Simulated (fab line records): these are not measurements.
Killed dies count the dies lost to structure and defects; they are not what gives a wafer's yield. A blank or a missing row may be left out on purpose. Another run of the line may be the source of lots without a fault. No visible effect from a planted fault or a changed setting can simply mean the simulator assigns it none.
Check of tool commonality -- flow berkeley cmos170 -- 39 wafers sampled across 13 lots

## WHAT PROMPTED THE OPENING
UCB170_NVT_TW_MEAS_09, reading NVT_TW: flagged on 1 of 13 lots. Fault-free wafers read 520, with a standard deviation of 3.7.
Rule: a lot gets a flag if all its wafers with a number sit over 4 standard deviations from that mean, or if no wafer of it has a number. As for the other lots, they are considered sound.

lot,measured,on,"NVT_TW, wafer by wafer",flag
L674,day 6 19:06,film metro-01,518 524 521,
L676,day 7 06:23,film metro-04,525 527 528,
L677,day 7 06:32,film metro-01,522 522 522,
L679,day 7 19:44,film metro-03,525 521 521,
L680,day 7 19:55,film metro-04,531 530 527,
L681,day 8 05:07,film metro-04,525 522 526,
L682,day 8 05:14,film metro-01,521 518 520,
L684,day 8 13:58,film metro-01,522 519 517,
L683,day 8 14:19,film metro-03,518 521 519,
L685,day 8 14:36,film metro-01,521 518 518,
L688,day 9 15:07,film metro-03,30 30 30,FLAGGED
L695,day 10 14:25,film metro-01,514 514 512,
L696,day 11 08:42,film metro-01,516 522 520,
Averaged over the flagged lots the numbers come to 30, -490 from the usual (-99 or more standard deviations).

## LOT BY LOT: THE TOOL USED
The record holds 1 process step before the reading, out of a route of 331 steps. Read each cell as the tool, then ch plus the chambers that the sampled wafers visited, then the start.
lot,flag,UCB170_NVT_EXPOSE_03
L674,,"krf scanner-02 ch 0, day 6 17:55"
L676,,"krf scanner-02 ch 0, day 7 05:42"
L677,,"krf scanner-02 ch 0, day 7 05:49"
L679,,"krf scanner-01 ch 0, day 7 18:30"
L680,,"krf scanner-02 ch 0, day 7 18:44"
L681,,"krf scanner-02 ch 0, day 8 04:14"
L682,,"krf scanner-01 ch 0, day 8 04:31"
L684,,"krf scanner-01 ch 0, day 8 12:52"
L683,,"krf scanner-02 ch 0, day 8 13:05"
L685,,"krf scanner-01 ch 0, day 8 13:19"
L688,FLAGGED,"krf scanner-01 ch 0, day 9 14:24"
L695,,"krf scanner-02 ch 0, day 10 13:05"
L696,,"krf scanner-02 ch 0, day 11 07:35"
What is done by these steps:
- UCB170_NVT_EXPOSE_03: exposes mask PWELL, target cd 3000 nm.
- UCB170_NVT_TW_MEAS_09

## FLAGGED AGAINST TOTAL, ONE TOOL AT A TIME (gauges that did the reading follow at the end)
step,tool,lots run,flagged,share of the flagged lots,sound lots run after its first flagged lot
UCB170_NVT_EXPOSE_03,krf scanner-01,5,1,all,0
UCB170_NVT_EXPOSE_03,krf scanner-02,8,0,none,-
UCB170_NVT_TW_MEAS_09,film metro-01,7,0,none,-
UCB170_NVT_TW_MEAS_09,film metro-03,3,1,all,0
UCB170_NVT_TW_MEAS_09,film metro-04,3,0,none,-

## WHAT THE TABLE ALLOWS
In 2 table rows, all flagged lots were run: krf scanner-01 (UCB170_NVT_EXPOSE_03), film metro-03 (UCB170_NVT_TW_MEAS_09).
- krf scanner-01 at UCB170_NVT_EXPOSE_03 ran 5 lots, 1 of them flagged. A fault beginning between L685 (day 8 13:19), its last sound lot, and L688 (day 9 14:24), its first flagged one, fits the data.
- film metro-03 at UCB170_NVT_TW_MEAS_09 ran 3 lots, 1 of them flagged. A fault beginning between L683 (day 8 14:19), its last sound lot, and L688 (day 9 15:07), its first flagged one, fits the data.
Because each of these 2 tools fits a fault that began at some hour, counting lots does not separate them. More lots, or a look at what each step does to the wafer, might.

## WHAT HAD BEEN PUT IN BY THE SIMULATOR
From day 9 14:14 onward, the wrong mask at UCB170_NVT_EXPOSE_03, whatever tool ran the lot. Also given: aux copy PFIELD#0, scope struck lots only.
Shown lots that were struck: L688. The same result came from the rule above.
